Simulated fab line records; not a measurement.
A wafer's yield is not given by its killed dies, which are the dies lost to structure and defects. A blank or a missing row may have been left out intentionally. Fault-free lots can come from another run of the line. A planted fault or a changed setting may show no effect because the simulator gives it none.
fab line records	flow berkeley_cmos170
record lots=5	wafers=23
route steps=331 shown NSD@190 SDANNEAL@204 PSD@206 SILICIDE@211 M1@244 V1@263 M3@319
start_h: hours from the record's opening day to when the first of the lot's shown wafers began	wait_h: hours elapsed since this lot's preceding step	" identical to the entry in the row above	L1.1+2: a single row standing in for several wafers	- either no value or no given start	* or withheld: withheld	< > ~ a bound
route shown NAME@n: NAME is a module with steps in the file, n the number in the route of the first one	usual: mean/standard deviation of fault-free wafers	same: alike in all rows	chamber/n: place in a boat	sites: each site's reading	_std_site: standard deviation across them	_edge_site: inner sites' mean taken away from outer sites' mean	radius_mm: for every site, how far away it sits from the centre of the wafer	mask NAME#n: copy n	behind: the last tool/chamber to shape the wafer	hold: cause of the lot's hold/its duration in hours/its outcome	device: which transistor (n, p or np) failed to switch	end of line: the same wafers' tests at the end of the route	step lacking rows: just its recipe	killed: count of dies lost to structure and defects at first sort (not the wafer's yield)	map: dies across one wafer; x = killed, . = not, _ = none there
set.NAME: the setting that was run; set.NAME@STEP: the one run at that earlier step	model.NAME: the simulator's own value behind a step, which no gauge read
lots run with intentionally changed settings; tables by step, rows by wafer
## steps
# step UCB170_NSD_EXPOSE_03
# recipe mask_id=NSELECT_MOD	na=0.5	sigma_outer=0.6	source_shape=conventional	target_cd_nm=1200	dose_mj=30
lot.wafer	tool	chamber	start_h	wait_h	mask	set.dose_mj
L077.1+2+3+4+6	krf_scanner-02	0	167.77	0.2	NSELECT_MOD#0	30
L076.1+3+4+5+6	krf_scanner-01	0	168.55	0.1	NSELECT_MOD#0	30
L079.2+3+4+5+6	krf_scanner-02	0	193.50	0.2	NSELECT_MOD#0	30
L082.2+3+6	krf_scanner-01	0	205.92	0.1	NSELECT_MOD#0	30
L084.1+3	krf_scanner-01	0	206.20	0.1	NSELECT_MOD#0	30
L084.4+5+6	"	0	"	"	NSELECT_MOD#0	28.75
# step UCB170_NSD_PEB_04
# recipe peb_temp_c=130	peb_time_s=withheld	resist=KrF
# step UCB170_NSD_DEVELOP_05
# recipe developer=TMAH	develop_time_s=45	resist=KrF	dev_temp_c=21
# step UCB170_SDANNEAL_RTA_00
# recipe temp_c=900	time_s=10	ambient=N2
# step UCB170_SDANNEAL_RTA_01
# recipe temp_c=1050	time_s=5	ambient=N2
# step UCB170_SDANNEAL_RS_MEAS_02
# recipe thk_meas_gauge=four-point-probe
# usual PSD_RS=75.58/0.25
lot.wafer	tool	chamber	start_h	wait_h	set.dose_cm2@PSD_IMPLANT_08	PSD_RS[ohm/sq]
L076.1	film_metro-03	-	172.91	0.3	3e+15	75.37
L076.3	"	-	"	"	3e+15	75.28
L076.4	"	-	"	"	3e+15	75.48
L076.5	"	-	"	"	3e+15	75.48
L076.6	"	-	"	"	3e+15	75.43
L077.1	film_metro-02	-	172.91	0.4	3e+15	75.66
L077.2	"	-	"	"	3e+15	75.29
L077.3	"	-	"	"	3e+15	75.49
L077.4	"	-	"	"	3e+15	75.83
L077.6	"	-	"	"	3e+15	75.69
L079.2	film_metro-01	-	196.63	0.1	3e+15	75.92
L079.3	"	-	"	"	3e+15	75.72
L079.4	"	-	"	"	3.111e+15	73.69
L079.5	"	-	"	"	3.111e+15	73.68
L079.6	"	-	"	"	3.111e+15	73.84
L082.2	film_metro-02	-	208.27	0.1	3e+15	75.76
L082.3	"	-	"	"	3e+15	75.74
L082.6	"	-	"	"	3e+15	75.37
L084.1	film_metro-03	-	208.60	0.0	3e+15	75.40
L084.3	"	-	"	"	3e+15	75.66
L084.4	"	-	"	"	2.917e+15	77.06
L084.5	"	-	"	"	2.917e+15	76.69
L084.6	"	-	"	"	3e+15	75.33
# step UCB170_SILICIDE_SPUTTER_01
# recipe material=Ti	target_thk_nm=30	time_s=25	power_w=1500	chamber_pressure_pa=0.5
lot.wafer	tool	chamber	start_h	wait_h	set.time_s	model.Ti_of_SILICIDE_SPUTTER_01.thk_nm
L076.1	pvd_sputter-04	-	173.46	0.0	25	29.99
L076.3	"	-	"	"	25	29.94
L076.4	"	-	"	"	27.91	33.36
L076.5	"	-	"	"	27.91	33.4
L076.6	"	-	"	"	25	30.31
L077.1+6	pvd_sputter-01	-	173.46	0.0	25	30.38
L077.2	"	-	"	"	25	30.34
L077.3	"	-	"	"	22.22	27.1
L077.4	"	-	"	"	22.22	27.22
L079.2	pvd_sputter-01	-	197.16	0.0	25	30.05
L079.3	"	-	"	"	25	30.28
L079.4	"	-	"	"	27.4	33.05
L079.5	"	-	"	"	27.4	33.16
L079.6	"	-	"	"	25	30.22
L082.2	pvd_sputter-01	-	208.80	0.0	25	30.33
L082.3	"	-	"	"	25	30.26
L082.6	"	-	"	"	25	30.31
L084.1	pvd_sputter-04	-	209.15	0.0	25	30.13
L084.3	"	-	"	"	25	29.24
L084.4	"	-	"	"	25	29.5
L084.5	"	-	"	"	25	29.56
L084.6	"	-	"	"	25	29.78
# step UCB170_SILICIDE_RS_MEAS_02
# recipe thk_meas_gauge=four-point-probe	reads=Ti_of_SILICIDE_SPUTTER_01
# usual SILICIDE_TI_RS=26.0/0.31
lot.wafer	tool	chamber	start_h	wait_h	set.time_s@SILICIDE_SPUTTER_01	SILICIDE_TI_RS[ohm/sq]
L076.1	film_metro-04	-	173.49	0.0	25	26.1
L076.3	"	-	"	"	25	26.1
L076.4	"	-	"	"	27.91	23.0
L076.5	"	-	"	"	27.91	23.0
L076.6	"	-	"	"	25	25.8
L077.1	film_metro-02	-	173.49	0.0	25	25.7
L077.2	"	-	"	"	25	25.8
L077.3	"	-	"	"	22.22	29.5
L077.4	"	-	"	"	22.22	29.3
L077.6	"	-	"	"	25	25.8
L079.2	film_metro-04	-	197.21	0.0	25	26.0
L079.3	"	-	"	"	25	25.8
L079.4	"	-	"	"	27.4	23.3
L079.5	"	-	"	"	27.4	23.2
L079.6	"	-	"	"	25	25.9
L082.2	film_metro-01	-	208.85	0.0	25	25.8
L082.3	"	-	"	"	25	25.9
L082.6	"	-	"	"	25	25.8
L084.1	film_metro-04	-	209.18	0.0	25	26.0
L084.3	"	-	"	"	25	26.9
L084.4	"	-	"	"	25	26.6
L084.5	"	-	"	"	25	26.6
L084.6	"	-	"	"	25	26.3
# step UCB170_SILICIDE_THK_MEAS_03
# recipe thk_meas_gauge=xrf	reads=Ti_of_SILICIDE_SPUTTER_01
# usual SILICIDE_TI_THK=30.2/0.33
lot.wafer	tool	chamber	start_h	wait_h	set.time_s@SILICIDE_SPUTTER_01	SILICIDE_TI_THK[nm]
L076.1	film_metro-04	-	173.61	0.1	25	30.1
L076.3	"	-	"	"	25	30.0
L076.4	"	-	"	"	27.91	33.2
L076.5	"	-	"	"	27.91	33.4
L076.6	"	-	"	"	25	30.4
L077.1	film_metro-02	-	173.61	0.1	25	30.4
L077.2	"	-	"	"	25	30.5
L077.3	"	-	"	"	22.22	27.2
L077.4	"	-	"	"	22.22	27.2
L077.6	"	-	"	"	25	30.4
L079.2	film_metro-04	-	197.32	0.1	25	30.1
L079.3	"	-	"	"	25	30.5
L079.4	"	-	"	"	27.4	33.2
L079.5	"	-	"	"	27.4	33.2
L079.6	"	-	"	"	25	30.5
L082.2	film_metro-01	-	208.96	0.1	25	30.4
L082.3	"	-	"	"	25	30.4
L082.6	"	-	"	"	25	30.5
L084.1	film_metro-04	-	209.30	0.1	25	30.2
L084.3	"	-	"	"	25	29.3
L084.4	"	-	"	"	25	29.6
L084.5	"	-	"	"	25	29.7
L084.6	"	-	"	"	25	29.9
# step UCB170_M1_EXPOSE_06
# recipe mask_id=METAL1	target_cd_nm=700	na=0.5	sigma_outer=0.6	source_shape=conventional	dose_mj=21
lot.wafer	tool	chamber	start_h	wait_h	mask	set.dose_mj
L076.1+3	krf_scanner-01	0	180.64	-	METAL1#0	21
L076.4+5+6	"	0	"	"	METAL1#0	21.86
L077.1+3+6	krf_scanner-02	0	180.88	-	METAL1#0	20.51
L077.2+4	"	0	"	"	METAL1#0	21
L079.2+4	krf_scanner-02	0	202.54	-	METAL1#0	20.03
L079.3+5+6	"	0	"	"	METAL1#0	21
L082.2+3+6	krf_scanner-01	0	216.61	-	METAL1#0	21
L084.1+3+4+5+6	krf_scanner-01	0	220.28	-	METAL1#0	21
# step UCB170_M1_PEB_07
# recipe peb_temp_c=130	peb_time_s=withheld	resist=KrF
lot.wafer	tool	chamber	start_h	wait_h	set.peb_temp_c
L076.1+3+4+5+6	litho_track-01	0	181.07	0.4	130
L077.1+3	litho_track-02	0	181.55	0.6	130
L077.2+4+6	"	0	"	"	131.2
L079.2+4+6	litho_track-01	0	202.67	0.1	130
L079.3+5	"	0	"	"	127
L082.2+3+6	litho_track-02	0	217.55	0.9	130
L084.1+4+5	litho_track-02	0	220.80	0.5	131.5
L084.3+6	"	0	"	"	130
# step UCB170_M1_DEVELOP_08
# recipe developer=TMAH	develop_time_s=45	resist=KrF	dev_temp_c=21
# step UCB170_M1_CD_MEAS_09
# recipe target_cd_nm=700
# usual cd_nm=699.8/1.4
lot.wafer	tool	chamber	start_h	wait_h	set.dose_mj@M1_EXPOSE_06	set.peb_temp_c@M1_PEB_07	cd_nm
L076.1	cd_sem-02	-	181.35	-	21	130	697.3
L076.3	"	-	"	"	21	130	698.7
L076.4	"	-	"	"	21.86	130	691.4
L076.5	"	-	"	"	21.86	130	691.7
L076.6	"	-	"	"	21.86	130	690.5
L077.1	cd_sem-02	-	181.90	-	20.51	130	702.6
L077.2	"	-	"	"	21	131.2	691.0
L077.3	"	-	"	"	20.51	130	701.8
L077.4	"	-	"	"	21	131.2	690.7
L077.6	"	-	"	"	20.51	131.2	695.3
L079.2	cd_sem-02	-	202.94	-	20.03	130	708.7
L079.3	"	-	"	"	21	127	721.6
L079.4	"	-	"	"	20.03	130	708.8
L079.5	"	-	"	"	21	127	721.7
L079.6	"	-	"	"	21	130	701.1
L082.2	cd_sem-02	-	217.82	-	21	130	699.5
L082.3	"	-	"	"	21	130	698.5
L082.6	"	-	"	"	21	130	699.2
L084.1	cd_sem-02	-	221.08	-	21	131.5	689.0
L084.3	"	-	"	"	21	130	699.9
L084.4	"	-	"	"	21	131.5	689.3
L084.5	"	-	"	"	21	131.5	690.8
L084.6	"	-	"	"	21	130	699.6
# step UCB170_M1_ETCH_11
# recipe chemistry=N2/H2	target_depth_a=withheld	overetch_a=withheld	target=BARC	time_s=withheld	source_w=500	bias_w=100	pressure_mtorr=30	n2_flow_sccm=100	h2_flow_sccm=200
lot.wafer	tool	chamber	start_h	wait_h	set.dose_mj@M1_EXPOSE_06	set.peb_temp_c@M1_PEB_07	model.M1.cd_nm
L076.1	rie_diel-03	2	181.50	0.0	21	130	698.3
L076.3	"	0	"	"	21	130	699.3
L076.4	"	3	"	"	21.86	130	691.8
L076.5	"	2	"	"	21.86	130	692.8
L076.6	"	1	"	"	21.86	130	691.3
L077.1	rie_diel-01	1	182.05	0.0	20.51	130	702.2
L077.2	"	3	"	"	21	131.2	690.4
L077.3	"	2	"	"	20.51	130	701.2
L077.4	"	1	"	"	21	131.2	690.6
L077.6	"	3	"	"	20.51	131.2	694.5
L079.2+4	rie_diel-01	0,1	203.07	0.0	20.03	130	709.1
L079.3	"	3	"	"	21	127	721
L079.5	"	3	"	"	21	127	721.6
L079.6	"	0	"	"	21	130	701.1
L082.2	rie_diel-04	0	217.96	0.0	21	130	699.1
L082.3+6	"	3,0	"	"	21	130	699
L084.1	rie_diel-01	1	221.23	0.0	21	131.5	688.9
L084.3	"	3	"	"	21	130	699.9
L084.4	"	2	"	"	21	131.5	688.7
L084.5	"	1	"	"	21	131.5	689.9
L084.6	"	0	"	"	21	130	699.7
# step UCB170_V1_EXPOSE_09
# recipe mask_id=VIA1	target_cd_nm=700	na=0.5	sigma_outer=0.6	source_shape=conventional	dose_mj=37
lot.wafer	tool	chamber	start_h	wait_h	mask	set.dose_mj
L076.1+3+5	krf_scanner-01	0	186.96	0.1	VIA1#0	37
L076.4+6	"	0	"	"	VIA1#0	38.28
L077.1+4+6	krf_scanner-01	0	187.45	0.4	VIA1#0	37
L077.2+3	"	0	"	"	VIA1#0	39.32
L079.2+3	krf_scanner-02	0	206.30	0.2	VIA1#0	35.63
L079.4+5+6	"	0	"	"	VIA1#0	37
L082.2+3+6	krf_scanner-02	0	221.15	0.2	VIA1#0	37
L084.1+3+4+5+6	krf_scanner-02	0	226.48	0.5	VIA1#0	37
# step UCB170_V1_PEB_10
# recipe peb_temp_c=130	peb_time_s=withheld	resist=KrF
# step UCB170_V1_DEVELOP_11
# recipe developer=TMAH	develop_time_s=45	resist=KrF	dev_temp_c=21
# step UCB170_V1_CD_MEAS_12
# recipe target_cd_nm=700
# usual cd_nm=700.0/1.1
lot.wafer	tool	chamber	start_h	wait_h	set.dose_mj@V1_EXPOSE_09	cd_nm
L076.1	cd_sem-02	-	187.76	-	37	700.5
L076.3	"	-	"	"	37	699.4
L076.4	"	-	"	"	38.28	707.1
L076.5	"	-	"	"	37	700.4
L076.6	"	-	"	"	38.28	707.1
L077.1	cd_sem-02	-	188.60	-	37	698.3
L077.2	"	-	"	"	39.32	710.3
L077.3	"	-	"	"	39.32	710.0
L077.4	"	-	"	"	37	698.9
L077.6	"	-	"	"	37	698.9
L079.2	cd_sem-02	-	206.90	-	35.63	693.9
L079.3	"	-	"	"	35.63	695.1
L079.4	"	-	"	"	37	701.4
L079.5	"	-	"	"	37	699.5
L079.6	"	-	"	"	37	700.6
L082.2	cd_sem-02	-	221.67	-	37	701.6
L082.3	"	-	"	"	37	701.3
L082.6	"	-	"	"	37	700.8
L084.1	cd_sem-01	-	226.87	-	37	698.1
L084.3	"	-	"	"	37	699.2
L084.4	"	-	"	"	37	699.7
L084.5	"	-	"	"	37	700.3
L084.6	"	-	"	"	37	699.0
# step UCB170_V1_ETCH_14
# recipe chemistry=CHF3/CF4/Ar	target=SiO2	stop_on=Al	CHF3_flow_sccm=45	cf4_flow_sccm=15	Ar_flow_sccm=150	pressure_mtorr=200	rf_w=700	target_depth_a=12500	over_etch_frac=0.25	time_s=291
lot.wafer	tool	chamber	start_h	wait_h	set.rf_w	set.dose_mj@V1_EXPOSE_09	model.V1.cd_nm
L076.1	rie_diel-03	1	187.91	0.0	723.4	37	701.1
L076.3	"	0	"	"	700	37	698.8
L076.4	"	2	"	"	723.4	38.28	707.1
L076.5	"	1	"	"	700	37	701.2
L076.6	"	0	"	"	700	38.28	706.7
L077.1	rie_diel-02	0	188.76	0.0	644.1	37	698.4
L077.2	"	2	"	"	644.1	39.32	708.6
L077.3	"	3	"	"	700	39.32	711.6
L077.4	"	1	"	"	700	37	699.7
L077.6	"	2	"	"	644.1	37	697
L079.2	rie_diel-04	1	207.04	0.0	700	35.63	693.3
L079.3	"	3	"	"	700	35.63	694.5
L079.4	"	0	"	"	700	37	700.9
L079.5	"	3	"	"	700	37	699.2
L079.6	"	0	"	"	700	37	700.2
L082.2	rie_diel-02	0	221.81	0.0	700	37	703
L082.3	"	1	"	"	700	37	701.6
L082.6	"	0	"	"	700	37	702.5
L084.1	rie_diel-03	0	227.03	0.0	700	37	697
L084.3	"	1	"	"	700	37	699
L084.4	"	2	"	"	630	37	699
L084.5	"	0	"	"	700	37	698.9
L084.6	"	1	"	"	630	37	697.8
# step UCB170_V1_STRIP_15
# recipe chemistry=O2	power_w=400	pressure_mtorr=3500	platen_temp_c=withheld	o2_flow_sccm=400	overash_fraction=0.5
# step UCB170_V1_CD_MEAS_90
# recipe target_cd_nm=700
# usual cd_nm=700.1/1.3
lot.wafer	tool	chamber	start_h	wait_h	set.dose_mj@V1_EXPOSE_09	cd_nm
L076.1	cd_sem-01	-	188.19	0.1	37	700.7
L076.3	"	-	"	"	37	698.7
L076.4	"	-	"	"	38.28	707.2
L076.5	"	-	"	"	37	700.9
L076.6	"	-	"	"	38.28	706.7
L077.1	cd_sem-01	-	189.03	0.1	37	698.3
L077.2	"	-	"	"	39.32	708.7
L077.3	"	-	"	"	39.32	711.5
L077.4	"	-	"	"	37	699.6
L077.6	"	-	"	"	37	697.0
L079.2	cd_sem-02	-	207.33	0.1	35.63	693.5
L079.3	"	-	"	"	35.63	694.7
L079.4	"	-	"	"	37	701.0
L079.5	"	-	"	"	37	699.5
L079.6	"	-	"	"	37	700.4
L082.2	cd_sem-02	-	222.19	0.2	37	703.0
L082.3	"	-	"	"	37	701.8
L082.6	"	-	"	"	37	702.7
L084.1	cd_sem-01	-	227.30	0.1	37	697.0
L084.3	"	-	"	"	37	699.1
L084.4	"	-	"	"	37	699.1
L084.5	"	-	"	"	37	698.6
L084.6	"	-	"	"	37	697.9
# step UCB170_M3_COAT_10
# recipe resist=KrF	spin_rpm=1500	resist_thk_nm=900
lot.wafer	tool	chamber	start_h	wait_h	set.spin_rpm	model.KrF_of_M3_COAT_10.thk_nm
L076.1	litho_track-02	0	-	-	1399	934.6
L076.3+4	"	0	"	"	1500	903.7
L076.5	"	0	"	"	1399	935.3
L076.6	"	0	"	"	1399	935.5
L077.1	litho_track-02	0	-	-	1500	897.7
L077.2	"	0	"	"	1565	883.4
L077.3	"	0	"	"	1500	898.9
L077.4	"	0	"	"	1565	882.3
L077.6	"	0	"	"	1565	881.2
L079.2	litho_track-01	0	-	-	1589	875.5
L079.3	"	0	"	"	1589	875
L079.4	"	0	"	"	1500	898.9
L079.5	"	0	"	"	1589	874.2
L079.6	"	0	"	"	1500	904.2
L082.2	litho_track-04	0	-	-	1500	900.6
L082.3	"	0	"	"	1500	900
L082.6	"	0	"	"	1500	900.4
L084.1	litho_track-01	0	-	-	1500	900.7
L084.3	"	0	"	"	1390	935.7
L084.4	"	0	"	"	1390	936.5
L084.5	"	0	"	"	1390	938
L084.6	"	0	"	"	1500	899.1
# step UCB170_M3_METAL_ETCH_18
# recipe chemistry=Cl2/BCl3	target=Al	stop_on=SiO2	pressure_mtorr=12	target_depth_a=11700	over_etch_frac=0.3	time_s=195	icp_w=600	bias_w=120	Cl2_flow_sccm=90	bcl3_flow_sccm=45
lot.wafer	tool	chamber	start_h	wait_h	set.pressure_mtorr	set.spin_rpm@M3_COAT_10	model.KrF_of_M3_COAT_10.thk_nm
L076.1	rie_metal-02	1	198.84	-	13.22	1399	222.1
L076.3	"	0	"	"	13.22	1500	190.5
L076.4	"	1	"	"	13.22	1500	187.9
L076.5	"	1	"	"	13.22	1399	221.2
L076.6	"	0	"	"	13.22	1399	224.4
L077.1	rie_metal-04	1	199.36	-	13.17	1500	189.1
L077.2	"	0	"	"	13.17	1565	160.7
L077.3	"	0	"	"	13.17	1500	183.7
L077.4	"	1	"	"	13.17	1565	173.1
L077.6	"	1	"	"	13.17	1565	175.8
L079.2	rie_metal-04	1	218.22	-	12	1589	180.1
L079.3	"	0	"	"	12	1589	166.5
L079.4	"	1	"	"	12	1500	205.9
L079.5	"	1	"	"	12	1589	177.4
L079.6	"	0	"	"	12	1500	194.6
L082.2	rie_metal-03	0	231.87	-	12	1500	193
L082.3	"	0	"	"	12	1500	194.7
L082.6	"	0	"	"	12	1500	196.9
L084.1	rie_metal-03	0	236.98	-	12	1500	185.6
L084.3	"	1	"	"	12	1390	240.4
L084.4	"	0	"	"	12	1390	228.1
L084.5	"	1	"	"	12	1390	248.9
L084.6	"	0	"	"	12	1500	184.7
# step UCB170_M3_STRIP_19
# recipe chemistry=O2	power_w=400	pressure_mtorr=3500	platen_temp_c=withheld	o2_flow_sccm=400	overash_fraction=0.5
# usual oes_product_au=0.529/0.012
lot.wafer	tool	chamber	start_h	wait_h	set.spin_rpm@M3_COAT_10	oes_product_au
L076.1	plasma_asher-02	1	199.02	0.1	1399	0.556
L076.3	"	0	"	"	1500	0.521
L076.4	"	1	"	"	1500	0.517
L076.5	"	0	"	"	1399	0.549
L076.6	"	1	"	"	1399	0.552
L077.1	plasma_asher-02	0	199.55	0.1	1500	0.521
L077.2	"	1	"	"	1565	0.490
L077.3	"	1	"	"	1500	0.520
L077.4	"	0	"	"	1565	0.501
L077.6	"	1	"	"	1565	0.499
L079.2	plasma_asher-04	1	218.41	0.1	1589	0.513
L079.3	"	0	"	"	1589	0.493
L079.4	"	1	"	"	1500	0.543
L079.5	"	0	"	"	1589	0.500
L079.6	"	1	"	"	1500	0.525
L082.2	plasma_asher-01	1	232.06	0.1	1500	0.526
L082.3	"	0	"	"	1500	0.524
L082.6	"	1	"	"	1500	0.533
L084.1	plasma_asher-04	1	237.17	0.1	1500	0.514
L084.3	"	0	"	"	1390	0.568
L084.4	"	1	"	"	1390	0.558
L084.5	"	0	"	"	1390	0.584
L084.6	"	1	"	"	1500	0.510
## key
split step=UCB170_NSD_EXPOSE_03	setting=dose_mj	stated=30	by=wafer
response none clear
split step=UCB170_SILICIDE_SPUTTER_01	setting=time_s	stated=25	by=wafer
response step=UCB170_SILICIDE_SPUTTER_01	reading=model.Ti_of_SILICIDE_SPUTTER_01.thk_nm	change=+0.291	per=1%	r=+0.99
response step=UCB170_SILICIDE_RS_MEAS_02	reading=SILICIDE_TI_RS	change=-0.286	per=1%	r=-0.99
response step=UCB170_SILICIDE_THK_MEAS_03	reading=SILICIDE_TI_THK	change=+0.285	per=1%	r=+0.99
split step=UCB170_M1_EXPOSE_06	setting=dose_mj	stated=21	by=wafer
response step=UCB170_M1_CD_MEAS_09	reading=cd_nm	slope=-1.63	per=1%	together_with=peb_temp_c@M1_PEB_07	explained=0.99
response step=UCB170_M1_ETCH_11	reading=model.M1.cd_nm	slope=-1.66	per=1%	together_with=peb_temp_c@M1_PEB_07	explained=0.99
split step=UCB170_M1_PEB_07	setting=peb_temp_c	stated=130	by=wafer
response step=UCB170_M1_CD_MEAS_09	reading=cd_nm	change=-7.51	per=1%	r=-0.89
response step=UCB170_M1_ETCH_11	reading=model.M1.cd_nm	change=-7.42	per=1%	r=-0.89
split step=UCB170_V1_EXPOSE_09	setting=dose_mj	stated=37	by=wafer
response step=UCB170_V1_CD_MEAS_12	reading=cd_nm	change=+1.82	per=1%	r=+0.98
response step=UCB170_V1_ETCH_14	reading=model.V1.cd_nm	change=+1.84	per=1%	r=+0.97
response step=UCB170_V1_CD_MEAS_90	reading=cd_nm	change=+1.85	per=1%	r=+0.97
split step=UCB170_V1_ETCH_14	setting=rf_w	stated=700	by=wafer
response none clear
split step=UCB170_M3_COAT_10	setting=spin_rpm	stated=1500	by=wafer
response step=UCB170_M3_COAT_10	reading=model.KrF_of_M3_COAT_10.thk_nm	change=-4.63	per=1%	r=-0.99
response step=UCB170_M3_METAL_ETCH_18	reading=model.KrF_of_M3_COAT_10.thk_nm	change=-5.51	per=1%	r=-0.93
response step=UCB170_M3_STRIP_19	reading=oes_product_au	change=-0.00614	per=1%	r=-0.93
split step=UCB170_M3_METAL_ETCH_18	setting=pressure_mtorr	stated=12	by=lot
response none clear
split outside_this_file step=UCB170_PSD_IMPLANT_08 setting=dose_cm2
# split outside_this_file: this setting was split too, and the file shows its column; the key of that split is in another file
